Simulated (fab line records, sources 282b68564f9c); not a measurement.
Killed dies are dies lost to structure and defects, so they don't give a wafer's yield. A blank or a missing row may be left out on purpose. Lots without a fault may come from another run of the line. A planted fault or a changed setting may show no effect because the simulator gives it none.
Problem report in the 8D (eight disciplines) form, filled by code | flow rit_cmos | the parts of the form that need people (team, actions taken, sign-off) are left out

1. THE PROBLEM
beam_energy_keV at RIT_PLDD_IMPLANT_08 reads a mean of 20.187 on 6 wafers of 2 lots; wafers without a fault read 20.000 with a standard deviation of 0.0063. That is +30 standard deviations from the usual mean.
First seen on wafer L736.2, day 5 23:06, on implanter-01. The record holds 18 wafers of 6 lots with a number at this step. Rule for "out", or "out of limits": more than 4 standard deviations from the usual mean. The other wafers with a number count as sound.

2. WHAT IT IS AND WHAT IT IS NOT
question                    | is                     | is not
which readings at this step | beam_energy_keV        | dose_ions_cm2
which lots                  | L736, L738             | L723, L727, L745, L746
which wafers of those lots  | all that have a number | -
read on which tools         | implanter-01           | implanter-03
when                        | from day 5 23:06       | up to then (6 sound wafers); but 6 sound wafers of L745, L746 came after

3. SUSPECTS, AND WHAT RULES EACH OUT
Counting: a tool at a process step up to the reading stays a suspect if it ran every lot that is out and no sound lot after the first of them.
- implanter-01 at RIT_PLDD_IMPLANT_08: kept. It ran every lot that is out, first L736 (day 5 23:06), and no sound lot after that; its last sound lot up to then is L723 (day 2 20:41). Its own readings are out on those wafers: beam_energy_keV.
Left after counting: implanter-01 at RIT_PLDD_IMPLANT_08.

4. THE CAUSE (what the simulator had put in)
Process parameter drift: implanter-01, from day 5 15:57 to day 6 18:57, at RIT_PLDD_IMPLANT_08. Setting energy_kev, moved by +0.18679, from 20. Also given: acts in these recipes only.
Counting left only this tool.

5. THE CHAIN OF EFFECTS, in route order
Each row: a reading whose mean over the struck wafers that have a number lies more than 3 standard deviations from the usual. Only readings for which the record gives a usual standard deviation are gone through. hours: the time from each lot's start at the first step in this table that gives one to its start at this step, as a median over the lots. sigmas: the change in usual standard deviations.
hours | step                | reading         | usual  | on struck wafers | change | sigmas
0     | RIT_PLDD_IMPLANT_08 | beam_energy_keV | 20.000 | 20.187           | +0.187 | +30
The process steps in it:
- RIT_PLDD_IMPLANT_08

6. WHAT WOULD HAVE CAUGHT IT SOONER
In this record the first reading out of limits was taken at day 5 23:06, 7 hours after the fault began at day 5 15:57.
